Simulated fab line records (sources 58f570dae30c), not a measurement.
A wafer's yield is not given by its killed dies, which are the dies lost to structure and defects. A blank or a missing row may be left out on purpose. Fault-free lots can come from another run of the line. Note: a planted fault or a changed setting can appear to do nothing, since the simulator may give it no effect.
Which tool was responsible? | flow berkeley cmos170 | route of 331 steps, sampled at 1 step: 14 lots, 42 wafers

WHAT THE GAUGES READ, wafer by wafer
The record holds no reading of a measuring or inspecting step that can be judged against a usual standard deviation.

WHAT TOOL EACH LOT RAN ON (gives the tool, then ch and the chambers of the sampled wafers, and finally the start)
lot  | UCB170_M1_SPUTTER_00
L592 | pvd sputter-01, day 9 12:05
L593 | pvd sputter-02, day 9 13:24
L594 | pvd sputter-04, day 10 02:25
L595 | pvd sputter-01, day 10 02:25
L596 | pvd sputter-04, day 10 02:28
L601 | pvd sputter-04, day 10 19:07
L603 | pvd sputter-01, day 11 12:28
L606 | pvd sputter-02, day 11 21:09
L604 | pvd sputter-01, day 11 21:32
L607 | pvd sputter-04, day 11 23:10
L610 | pvd sputter-04, day 12 08:57
L612 | pvd sputter-02, day 12 21:01
L611 | pvd sputter-04, day 12 22:11
L614 | pvd sputter-02, day 13 06:06
- UCB170_M1_SPUTTER_00: material Al, target thk 600 nm, time 80 s.

AS READ BY THE TOOLS THEMSELVES (means over the sampled wafers that have a number; for cases with no such wafer, the mark the record gives instead)
UCB170_M1_SPUTTER_00.
lot  | tool           | cathode dc power W (W) | throttle valve pct (%)
L592 | pvd sputter-01 | 6000.4                 | 29.4
L593 | pvd sputter-02 | 6000.0                 | 29.6
L594 | pvd sputter-04 | 5999.8                 | 30.7
L595 | pvd sputter-01 | 6000.1                 | 29.3
L596 | pvd sputter-04 | 6000.1                 | 29.3
L601 | pvd sputter-04 | 5999.8                 | 30.8
L603 | pvd sputter-01 | 6080.4                 | 29.4
L606 | pvd sputter-02 | 6001.1                 | 30.1
L604 | pvd sputter-01 | 6079.9                 | 30.4
L607 | pvd sputter-04 | 5999.5                 | 29.3
L610 | pvd sputter-04 | 6000.7                 | 30.7
L612 | pvd sputter-02 | 5998.9                 | 29.4
L611 | pvd sputter-04 | 5999.5                 | 28.6
L614 | pvd sputter-02 | 5998.9                 | 29.9

THE ANSWER, worked out from the rows above alone
Rule: the usual values come from the lots themselves. The widest of any qualifying gaps counts: lots, ordered by their means at a reading, are off when they make up no more than a third of the lots, leave a main group of 4 or more, and stand apart from it by 3 or more times the standard deviation of that group's means. The tables above print the reading to a certain number of digits; a main group whose means all agree to those digits is not used. A lot without any number at a reading at which 4 lots or more have one is off too. Where the step has rows for the other lots, those lots are counted as sound. After the gauges, taken in route order, come the tools' own readings; for these a lot's mean is taken, as printed above. At the first step where some lot is off, the reading lying furthest off is the one used; lots without a number count as furthest.
Off at UCB170_M1_SPUTTER_00 (cathode dc power W): L603, L604. Mean 5999.9 W and standard deviation 0.63 in the main group.
A tool fits if, at that step or a process step before it, it ran every lot that is off, and no sound lot after the first of them. One fits: UCB170_M1_SPUTTER_00 on pvd sputter-01. A fault onset in the window from L595 (day 10 02:25, its last sound lot) to L603 (day 11 12:28, its first lot off) fits.
The tool's own readings at UCB170_M1_SPUTTER_00 bear it out: on the lots that are off they differ by more than 5 times the standard deviation of the sound lots' means. cathode dc power W reads 6080.1 W there against 5999.9 W on the sound lots.

WHAT THE SIMULATOR HAD PUT IN
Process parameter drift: pvd sputter-01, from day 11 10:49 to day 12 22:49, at UCB170_M1_SPUTTER_00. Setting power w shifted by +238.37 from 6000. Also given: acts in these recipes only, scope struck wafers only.
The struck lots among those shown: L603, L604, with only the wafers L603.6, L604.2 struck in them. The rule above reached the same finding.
